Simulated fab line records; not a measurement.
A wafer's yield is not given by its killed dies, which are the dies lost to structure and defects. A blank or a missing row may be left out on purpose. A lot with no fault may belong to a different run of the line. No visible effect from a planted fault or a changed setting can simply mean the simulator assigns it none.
fab line records + flow berkeleyCmos170 + part 2 of 2: steps 34 to 45 of 45
record
- lots=5
- wafers=15
- lastDay=11
route steps=331 shown NWELL@32 PWELL@34 WELLDRIVE@55 ACTIVE@60
lots untouched by any fault: they come from a run of this same line in which no faults occurred
startH: the number of hours between the record's first day and the start of the first shown wafer of the lot + waitH: how many hours have passed since the lot's step before this one + " unchanged from the row above + L1.1+2: one row covering several wafers at once + - no value, or no start given + * or withheld: withheld + < > ~ a bound
route shown NAME@n: a module of which the file shows steps, and the number in the route of the first + usual: mean/standard deviation taken from wafers without a fault + same: alike in all rows + chamber/n: place in a boat + sites: readings site by site + _std_site: standard deviation of those values + _edge_site: inner sites' mean taken away from outer sites' mean + radiusMm: for every site, how far away it sits from the centre of the wafer + mask NAME#n: copy n + behind: the last tool/chamber to shape the wafer + hold: why the lot went on hold/how many hours it stayed there/how the hold came to an end + device: names the non-switching transistor (n, p or np) + end of line: the same wafers' tests at the end of the route + a step without rows: its recipe alone + killed: dies lost to structure and defects at the first sort, not the wafer's yield + map: dies across one wafer; x = killed, . = not, _ = none there
set.NAME: the setting the step ran with; set.NAME@STEP: the setting that earlier step ran with + model.NAME: the simulator's own value behind a step, which no gauge read
certain route steps with their lots: each step a table, each wafer a row
services: the hour from which a tool's chamber was out of use, counted from the record's first day as startH (under 0 if before that day), plus the number of hours and why
## steps
# step UCB170_ACTIVE_CVD_05
# recipe
- material=Si3N4
- targetThkNm=220
- tempC=800
- precursor=SiH2Cl2/NH3
- timeS=3300
- pressureMtorr=200
- sih2cl2FlowSccm=25
- nh3FlowSccm=75
# usual
- sih2cl2FlowSccm=24.98/0.073
- spikeTcCentreC=801.6/1.1
| lot.wafer | tool     | chamber | startH | waitH | sih2cl2FlowSccm | spikeTcCentreC |
|-----------|----------|---------|--------|-------|-----------------|----------------|
| L077.3    | lpcvd-01 | 1       | 86.80  | 0.2   | 25.02           | 801.9          |
| L077.5    | "        | 1       | "      | "     | 24.94           | 801.0          |
| L077.6    | "        | 1       | "      | "     | 24.91           | 802.1          |
| L083.1    | lpcvd-01 | 1       | 114.34 | 0.0   | 24.97           | 800.6          |
| L083.2    | "        | 1       | "      | "     | 24.89           | 801.8          |
| L083.3    | "        | 1       | "      | "     | 25.02           | 801.3          |
| L086.1    | lpcvd-01 | 1       | 128.64 | 0.0   | 24.97           | 800.7          |
| L086.2    | "        | 1       | "      | "     | 24.96           | 801.3          |
| L086.3    | "        | 1       | "      | "     | 25.11           | 799.5          |
| L092.1    | lpcvd-02 | 1       | 169.02 | 0.6   | 24.91           | 802.3          |
| L092.3    | "        | 1       | "      | "     | 24.93           | 799.8          |
| L092.5    | "        | 1       | "      | "     | 24.96           | 801.1          |
| L094.2    | lpcvd-02 | 1       | 169.02 | 0.6   | 25.01           | 801.2          |
| L094.3    | "        | 1       | "      | "     | 24.94           | 801.2          |
| L094.4    | "        | 1       | "      | "     | 25.02           | 800.7          |
# step UCB170_ACTIVE_THK_MEAS_06
# recipe
- reads=Si3N4_of_ACTIVE_CVD_05
# usual
- ACTIVE_NITRIDE_THK=219.0/2.1
| lot.wafer | tool         | chamber | startH | waitH | ACTIVE_NITRIDE_THK[nm] |
|-----------|--------------|---------|--------|-------|------------------------|
| L077.3    | filmMetro-03 | -       | 88.74  | 0.0   | 220.8                  |
| L077.5    | "            | -       | "      | "     | 219.3                  |
| L077.6    | "            | -       | "      | "     | 222.2                  |
| L083.1    | filmMetro-04 | -       | 116.25 | 0.0   | 218.0                  |
| L083.2    | "            | -       | "      | "     | 218.1                  |
| L083.3    | "            | -       | "      | "     | 217.3                  |
| L086.1    | filmMetro-04 | -       | 130.55 | 0.0   | 222.8                  |
| L086.2    | "            | -       | "      | "     | 221.2                  |
| L086.3    | "            | -       | "      | "     | 222.9                  |
| L094.2    | filmMetro-04 | -       | 171.91 | 0.0   | 216.0                  |
| L094.3    | "            | -       | "      | "     | 216.4                  |
| L094.4    | "            | -       | "      | "     | 217.5                  |
| L092.1    | filmMetro-02 | -       | 171.91 | 0.0   | 217.8                  |
| L092.3    | "            | -       | "      | "     | 218.3                  |
| L092.5    | "            | -       | "      | "     | 216.5                  |
# step UCB170_ACTIVE_HMDS_07
# recipe
- primeTimeS=60
- primeTempC=100
| lot.wafer  | tool          | chamber | startH | waitH |
|------------|---------------|---------|--------|-------|
| L077.3+5+6 | lithoTrack-01 | 0       | 89.33  | 0.6   |
| L083.1+2+3 | lithoTrack-01 | 0       | 116.38 | 0.1   |
| L086.1+2+3 | lithoTrack-02 | 0       | 130.61 | 0.1   |
| L094.2+3+4 | lithoTrack-03 | 0       | 172.04 | 0.1   |
| L092.1+3+5 | lithoTrack-01 | 0       | 172.42 | 0.5   |
# step UCB170_ACTIVE_COAT_08
# recipe
- resist=KrF
- spinRpm=1500
- resistThkNm=900
| lot.wafer  | tool          | chamber | startH | waitH |
|------------|---------------|---------|--------|-------|
| L077.3+5+6 | lithoTrack-01 | 0       | 89.48  | 0.1   |
| L083.1+2+3 | lithoTrack-01 | 0       | 116.53 | 0.1   |
| L086.1+2+3 | lithoTrack-02 | 0       | 130.76 | 0.1   |
| L094.2+3+4 | lithoTrack-03 | 0       | 172.19 | 0.1   |
| L092.1+3+5 | lithoTrack-01 | 0       | 172.57 | 0.1   |
# step UCB170_ACTIVE_SOFTBAKE_09
# recipe
- resist=KrF
- tempC=130
- timeS=60
| lot.wafer  | tool          | chamber | startH | waitH |
|------------|---------------|---------|--------|-------|
| L077.3+5+6 | lithoTrack-01 | 0       | 89.63  | 0.1   |
| L083.1+2+3 | lithoTrack-01 | 0       | 116.68 | 0.1   |
| L086.1+2+3 | lithoTrack-02 | 0       | 130.91 | 0.1   |
| L094.2+3+4 | lithoTrack-03 | 0       | 172.34 | 0.1   |
| L092.1+3+5 | lithoTrack-01 | 0       | 172.72 | 0.1   |
# step UCB170_ACTIVE_EXPOSE_10
# recipe
- maskId=ACTIVE
- targetCdNm=1200
- na=0.5
- sigmaOuter=0.6
- sourceShape=conventional
- doseMj=20
| lot.wafer  | tool          | chamber | startH | waitH | mask     |
|------------|---------------|---------|--------|-------|----------|
| L077.3+5+6 | krfScanner-02 | 0       | 89.89  | 0.2   | ACTIVE#0 |
| L083.1+2+3 | krfScanner-01 | 0       | 116.83 | 0.1   | ACTIVE#0 |
| L086.1+2+3 | krfScanner-02 | 0       | 131.19 | 0.2   | ACTIVE#0 |
| L094.2+3+4 | krfScanner-02 | 0       | 172.68 | 0.3   | ACTIVE#0 |
| L092.1+3+5 | krfScanner-01 | 0       | 172.99 | 0.2   | ACTIVE#0 |
# step UCB170_ACTIVE_PEB_11
# recipe
- pebTempC=130
- pebTimeS=withheld
- resist=KrF
| lot.wafer  | tool          | chamber | startH | waitH |
|------------|---------------|---------|--------|-------|
| L077.3+5+6 | lithoTrack-01 | 0       | 90.23  | 0.3   |
| L083.1+2+3 | lithoTrack-03 | 0       | 117.37 | 0.5   |
| L086.1+2+3 | lithoTrack-01 | 0       | 131.56 | 0.4   |
| L094.2+3+4 | lithoTrack-03 | 0       | 172.84 | 0.1   |
| L092.1+3+5 | lithoTrack-02 | 0       | 173.42 | 0.4   |
# step UCB170_ACTIVE_DEVELOP_12
# recipe
- developer=TMAH
- developTimeS=45
- resist=KrF
- devTempC=21
| lot.wafer  | tool          | chamber | startH | waitH |
|------------|---------------|---------|--------|-------|
| L077.3+5+6 | lithoTrack-01 | 0       | -      | -     |
| L083.1+2+3 | lithoTrack-03 | 0       | -      | -     |
| L086.1+2+3 | lithoTrack-01 | 0       | -      | -     |
| L094.2+3+4 | lithoTrack-03 | 0       | -      | -     |
| L092.1+3+5 | lithoTrack-02 | 0       | -      | -     |
# step UCB170_ACTIVE_CD_MEAS_13
# recipe
- targetCdNm=1200
# usual
- cdNm=1200.2/1.7
| lot.wafer | tool     | chamber | startH | waitH | cdNm   |
|-----------|----------|---------|--------|-------|--------|
| L077.3    | cdSem-02 | -       | 90.49  | -     | 1202.6 |
| L077.5    | "        | -       | "      | "     | 1201.2 |
| L077.6    | "        | -       | "      | "     | 1202.3 |
| L083.1    | cdSem-02 | -       | 117.64 | -     | 1201.2 |
| L083.2    | "        | -       | "      | "     | 1201.7 |
| L083.3    | "        | -       | "      | "     | 1201.9 |
| L086.1    | cdSem-02 | -       | 131.84 | -     | 1201.1 |
| L086.2    | "        | -       | "      | "     | 1200.4 |
| L086.3    | "        | -       | "      | "     | 1200.9 |
| L094.2    | cdSem-01 | -       | 173.11 | -     | 1199.6 |
| L094.3    | "        | -       | "      | "     | 1201.0 |
| L094.4    | "        | -       | "      | "     | 1199.5 |
| L092.1    | cdSem-02 | -       | 173.69 | -     | 1199.2 |
| L092.3    | "        | -       | "      | "     | 1200.2 |
| L092.5    | "        | -       | "      | "     | 1199.3 |
# step UCB170_ACTIVE_OVL_MEAS_14
# usual
- ACTIVE_OVL=-2/5.3
| lot.wafer | tool       | chamber | startH | waitH | ACTIVE_OVL[nm] |
|-----------|------------|---------|--------|-------|----------------|
| L077.3    | overlay-02 | -       | 90.58  | 0.1   | 4              |
| L077.5    | "          | -       | "      | "     | 0              |
| L077.6    | "          | -       | "      | "     | -1             |
| L083.1    | overlay-02 | -       | 117.76 | 0.1   | 0              |
| L083.2    | "          | -       | "      | "     | -13            |
| L083.3    | "          | -       | "      | "     | -6             |
| L086.1    | overlay-01 | -       | 131.96 | 0.1   | -5             |
| L086.2    | "          | -       | "      | "     | -4             |
| L086.3    | "          | -       | "      | "     | -11            |
| L094.2    | overlay-02 | -       | 173.21 | 0.1   | 2              |
| L094.3    | "          | -       | "      | "     | 4              |
| L094.4    | "          | -       | "      | "     | 5              |
| L092.1    | overlay-01 | -       | 173.81 | 0.1   | -7             |
| L092.3    | "          | -       | "      | "     | 2              |
| L092.5    | "          | -       | "      | "     | 1              |
# step UCB170_ACTIVE_ETCH_15
# recipe
- chemistry=CH3F/Ar/O2
- target=Si3N4
- stopOn=SiO2
- CH3F_flow_sccm=20
- Ar_flow_sccm=50
- O2_flow_sccm=7
- pressureMtorr=50
- rfW=450
- targetDepthA=2420
- overEtchFrac=0.1
- timeS=151
# usual
- drypumpMotorCurrentA=5.8/0.58
- oesProductAu=0.941/0.015
- throttleValvePct=8.03/0.051
| lot.wafer | tool       | chamber | startH | waitH | drypumpMotorCurrentA | oesProductAu | rfHoursCounterH | throttleValvePct |
|-----------|------------|---------|--------|-------|----------------------|--------------|-----------------|------------------|
| L077.3    | rieDiel-04 | 2       | 90.61  | 0.0   | 6.3                  | 0.929        | 6               | 8.02             |
| L077.5    | "          | 3       | "      | "     | 6.6                  | 0.904        | -               | 8.05             |
| L077.6    | "          | 0       | "      | "     | 5.9                  | 0.938        | -               | 8.06             |
| L083.1    | rieDiel-01 | 2       | 117.80 | 0.0   | 6.5                  | 0.935        | 27              | 7.99             |
| L083.2    | "          | 1       | "      | "     | 5.3                  | 0.958        | 32              | 8.04             |
| L083.3    | "          | 0       | "      | "     | 5.2                  | 0.931        | 114             | 8.05             |
| L086.1    | rieDiel-01 | 2       | 131.99 | 0.0   | 6.5                  | 0.947        | 27              | 7.98             |
| L086.2    | "          | 0       | "      | "     | 5.2                  | 0.944        | 114             | 8.05             |
| L086.3    | "          | 1       | "      | "     | 5.3                  | 0.963        | 33              | 8.05             |
| L094.2    | rieDiel-02 | 1       | 173.24 | 0.0   | 6.4                  | 0.929        | 44              | 8.15             |
| L094.3    | "          | 0       | "      | "     | 5.3                  | 0.936        | 93              | 8.11             |
| L094.4    | "          | 2       | "      | "     | 5.5                  | 0.963        | 151             | 8.03             |
| L092.1    | rieDiel-01 | 2       | 173.85 | 0.0   | 6.5                  | 0.937        | 29              | 7.97             |
| L092.3    | "          | 0       | "      | "     | 5.2                  | 0.939        | 116             | 8.04             |
| L092.5    | "          | 0       | "      | "     | 5.2                  | 0.932        | -               | 8.04             |
# step UCB170_ACTIVE_STRIP_16
# recipe
- chemistry=O2
- powerW=400
- pressureMtorr=3500
- platenTempC=withheld
- o2FlowSccm=400
- overashFraction=0.5
# usual
- drypumpMotorCurrentA=6.1/0.3
- oesProductAu=0.721/0.0048
- stripTimeToEndpointS=18.10/0.079
| lot.wafer | tool           | chamber | startH | waitH | drypumpMotorCurrentA | oesProductAu | rfHoursCounterH | stripTimeToEndpointS |
|-----------|----------------|---------|--------|-------|----------------------|--------------|-----------------|----------------------|
| L077.3    | plasmaAsher-04 | 1       | 90.74  | 0.1   | 6.2                  | 0.722        | -               | 18.07                |
| L077.5    | "              | 1       | "      | "     | 6.2                  | 0.717        | -               | 18.08                |
| L077.6    | "              | 0       | "      | "     | 5.7                  | 0.724        | -               | 17.99                |
| L083.1    | plasmaAsher-04 | 0       | 117.90 | 0.1   | 5.7                  | 0.727        | 0               | 18.17                |
| L083.2    | "              | 1       | "      | "     | 6.2                  | 0.723        | 0               | 18.12                |
| L083.3    | "              | 1       | "      | "     | 6.2                  | 0.731        | -               | 18.21                |
| L086.1    | plasmaAsher-04 | 0       | 132.10 | 0.1   | 5.7                  | 0.720        | 2               | 18.10                |
| L086.2    | "              | 1       | "      | "     | 6.2                  | 0.727        | 2               | 18.05                |
| L086.3    | "              | 0       | "      | "     | 5.7                  | 0.725        | -               | 18.17                |
| L094.2    | plasmaAsher-04 | 1       | 173.34 | 0.1   | 6.3                  | 0.717        | 6               | 18.01                |
| L094.3    | "              | 0       | "      | "     | 5.7                  | 0.717        | -               | 18.09                |
| L094.4    | "              | 1       | "      | "     | 6.3                  | 0.720        | -               | 18.01                |
| L092.1    | plasmaAsher-02 | 0       | 173.95 | 0.1   | 5.9                  | 0.723        | 46              | 18.18                |
| L092.3    | "              | 0       | "      | "     | 5.9                  | 0.718        | -               | 18.11                |
| L092.5    | "              | 1       | "      | "     | 6.5                  | 0.732        | -               | 18.08                |
## services
| tool           | chamber | startH | hours | kind   |
|----------------|---------|--------|-------|--------|
| rieDiel-02     | 2       | 31.62  | 4.7   | repair |
| rieDiel-02     | 3       | 35.44  | 1.7   | repair |
| furnace-02     | -       | 39.15  | 3.9   | pm     |
| krfScanner-01  | -       | 40.02  | 4.0   | pm     |
| rieDiel-02     | 3       | 56.25  | 3.9   | repair |
| furnace-02     | -       | 65.01  | 4.1   | pm     |
| implanter-03   | -       | 69.34  | 2.9   | repair |
| plasmaAsher-04 | -       | 70.31  | 10.0  | repair |
| krfScanner-01  | -       | 77.09  | 0.8   | pm     |
| furnace-03     | -       | 81.68  | 3.3   | pm     |
| rieDiel-01     | 0       | 83.34  | 1.3   | repair |
| lpcvd-02       | -       | 89.12  | 6.1   | pm     |
| krfScanner-02  | -       | 93.70  | 0.7   | repair |
| rieDiel-02     | 1       | 96.92  | 7.6   | repair |
| rieDiel-02     | 0       | 103.72 | 20.2  | repair |
| plasmaAsher-04 | -       | 108.75 | 9.0   | pm     |
| rieDiel-01     | 2       | 119.27 | 7.8   | repair |
| krfScanner-02  | -       | 126.54 | 0.8   | pm     |
| krfScanner-02  | -       | 138.42 | 10.5  | repair |
| krfScanner-02  | -       | 138.46 | 0.2   | repair |
| krfScanner-02  | -       | 148.87 | 1.0   | pm     |
| krfScanner-02  | -       | 156.76 | 1.3   | pm     |
| krfScanner-01  | -       | 158.51 | 1.0   | pm     |
| implanter-02   | -       | 168.31 | 31.9  | repair |
